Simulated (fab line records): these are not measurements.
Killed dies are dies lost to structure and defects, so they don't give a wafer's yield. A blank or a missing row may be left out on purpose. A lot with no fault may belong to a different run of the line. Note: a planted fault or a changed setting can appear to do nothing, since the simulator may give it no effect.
Which of the tools did it? | flow rit_cmos | 13 lots with 39 wafers sampled at 5 steps, on a route of 202 steps

## WHAT EACH GAUGE READ, for each wafer
RIT_FOX1_THK_MEAS_01.
lot  | measured    | on            | FOX1_OXIDE_THK (nm)
L634 | day 1 18:35 | film_metro-02 | 339 341 340
L635 | day 1 23:55 | film_metro-01 | 360 359 355
L636 | day 2 03:52 | film_metro-01 | 352 348 353
L637 | day 2 09:29 | film_metro-02 | 345 347 341
L642 | day 3 09:44 | film_metro-01 | 224 229 223
L645 | day 4 00:24 | film_metro-02 | 217 214 215
L646 | day 4 08:02 | film_metro-03 | 352 349 347
L648 | day 4 15:52 | film_metro-02 | 348 350 351
L650 | day 5 02:35 | film_metro-01 | 348 350 348
L653 | day 5 17:19 | film_metro-01 | 352 351 347
L655 | day 6 04:32 | film_metro-02 | 331 336 340
L656 | day 6 09:23 | film_metro-02 | 352 354 353
L657 | day 6 13:32 | film_metro-03 | 356 355 358

RIT_FOX2_THK_MEAS_91.
lot  | measured    | on            | FIELD_OXIDE_LEFT_2_THK (nm)
L634 | day 2 09:37 | film_metro-01 | 265 265 264
L635 | day 2 15:25 | film_metro-04 | 251 248 246
L636 | day 2 19:35 | film_metro-02 | 254 247 249
L637 | day 3 00:48 | film_metro-02 | 253 252 253
L642 | day 4 01:25 | film_metro-01 | 246 250 246
L645 | day 4 17:34 | film_metro-02 | 257 259 262
L646 | day 5 00:42 | film_metro-02 | 252 254 249
L648 | day 5 07:19 | film_metro-04 | 252 251 255
L650 | day 5 19:45 | film_metro-04 | 255 257 254
L653 | day 6 08:08 | film_metro-01 | 255 256 260
L655 | day 6 20:14 | film_metro-02 | 250 256 257
L656 | day 7 01:19 | film_metro-02 | 256 253 253
L657 | day 7 06:55 | film_metro-02 | 259 255 253

RIT_REOX_THK_MEAS_04.
lot  | measured    | on            | REOX_OXIDE_THK (nm)
L634 | day 2 19:13 | film_metro-03 | 25.0 25.2 25.3
L635 | day 3 02:50 | film_metro-01 | 24.9 24.8 25.2
L636 | day 3 05:23 | film_metro-04 | 24.9 25.6 25.6
L637 | day 3 08:29 | film_metro-04 | 24.8 25.0 25.1
L642 | day 4 14:28 | film_metro-03 | 25.1 24.5 24.4
L645 | day 5 05:50 | film_metro-04 | 25.5 25.4 25.6
L646 | day 5 11:34 | film_metro-03 | 25.3 25.7 25.2
L648 | day 5 15:05 | film_metro-03 | 25.3 24.7 24.5
L650 | day 6 06:54 | film_metro-01 | 25.2 25.0 25.0
L653 | day 6 16:15 | film_metro-01 | 24.8 24.9 24.9
L655 | day 7 07:20 | film_metro-03 | 24.8 25.4 25.5
L656 | day 7 12:05 | film_metro-04 | 24.7 25.2 24.3
L657 | day 7 15:46 | film_metro-01 | 25.6 25.5 25.7

## TOOL THAT RAN EACH LOT (tool first, then ch and the chambers of the sampled wafers, then the start)
lot  | RIT_ACTIVE_STRIP_14                 | RIT_FOX1_OXIDATION_00
L634 | plasma_asher-02 ch 0,1, day 1 15:00 | furnace-04 ch 0, day 1 17:15
L635 | plasma_asher-04 ch 0,1, day 1 20:12 | furnace-04 ch 0, day 1 22:37
L636 | plasma_asher-02 ch 0,1, day 2 01:49 | furnace-04 ch 0, day 2 02:34
L637 | plasma_asher-04 ch 1, day 2 05:59   | furnace-04 ch 0, day 2 08:10
L642 | plasma_asher-04 ch 0,1, day 3 06:58 | furnace-03 ch 0, day 3 08:26
L645 | plasma_asher-02 ch 0,1, day 3 21:58 | furnace-03 ch 0, day 3 23:05
L646 | plasma_asher-02 ch 0,1, day 4 02:58 | furnace-01 ch 0, day 4 06:42
L648 | plasma_asher-04 ch 0,1, day 4 12:50 | furnace-01 ch 0, day 4 14:33
L650 | plasma_asher-04 ch 0,1, day 4 23:25 | furnace-04 ch 0, day 5 01:16
L653 | plasma_asher-04 ch 0,1, day 5 14:02 | furnace-01 ch 0, day 5 15:58
L655 | plasma_asher-02 ch 0,1, day 5 23:52 | furnace-01 ch 0, day 6 03:13
L656 | plasma_asher-02 ch 0,1, day 6 07:24 | furnace-01 ch 0, day 6 08:04
L657 | plasma_asher-03 ch 0, day 6 11:32   | furnace-03 ch 0, day 6 12:13
- RIT_ACTIVE_STRIP_14: strips in O2, time 180 s.
- RIT_FOX1_OXIDATION_00: target thk 350.7 nm, ox time 1130 s.

## WHAT THE TOOLS THEMSELVES READ (means of the sampled wafers that have a number; where no wafer has one, the mark that the record gives instead)
RIT_ACTIVE_STRIP_14.
lot  | tool            | drypump_motor_current_A (A)
L634 | plasma_asher-02 | 5.76
L635 | plasma_asher-04 | 5.94
L636 | plasma_asher-02 | 5.75
L637 | plasma_asher-04 | 5.75
L642 | plasma_asher-04 | 5.83
L645 | plasma_asher-02 | 5.74
L646 | plasma_asher-02 | 5.71
L648 | plasma_asher-04 | 5.95
L650 | plasma_asher-04 | 5.93
L653 | plasma_asher-04 | 5.85
L655 | plasma_asher-02 | 5.77
L656 | plasma_asher-02 | 5.74
L657 | plasma_asher-03 | 6.37

## THE ANSWER, worked out from the rows above alone
Rule: what is usual is taken from the lots themselves. The widest of any qualifying gaps counts: lots, ordered by their means at a reading, are off when they make up no more than a third of the lots, leave a main group of 4 or more, and stand apart from it by 3 or more times the standard deviation of that group's means. The tables above print the reading to a certain number of digits; a main group whose means all agree to those digits is not used. Also off: a lot with no number at a reading for which 4 or more lots have one. The other lots that the step has rows for count as sound. First the gauges in route order, then the tools' own readings, where a lot's mean is used as printed above. At the first step where some lot is off, the reading lying furthest off is the one used; lots without a number count as furthest.
Off: L642, L645, at RIT_FOX1_THK_MEAS_01 (FOX1_OXIDE_THK). For the main group the mean is 349 nm and the standard deviation 6.3.
If a tool, at a process step before that reading, ran all the lots that are off and no sound lot after the first of them, it fits. Those tools and the gauges at RIT_FOX1_THK_MEAS_01 are tried in the same way. No candidate that was tried fits.

## WHAT HAD BEEN PUT IN BY THE SIMULATOR
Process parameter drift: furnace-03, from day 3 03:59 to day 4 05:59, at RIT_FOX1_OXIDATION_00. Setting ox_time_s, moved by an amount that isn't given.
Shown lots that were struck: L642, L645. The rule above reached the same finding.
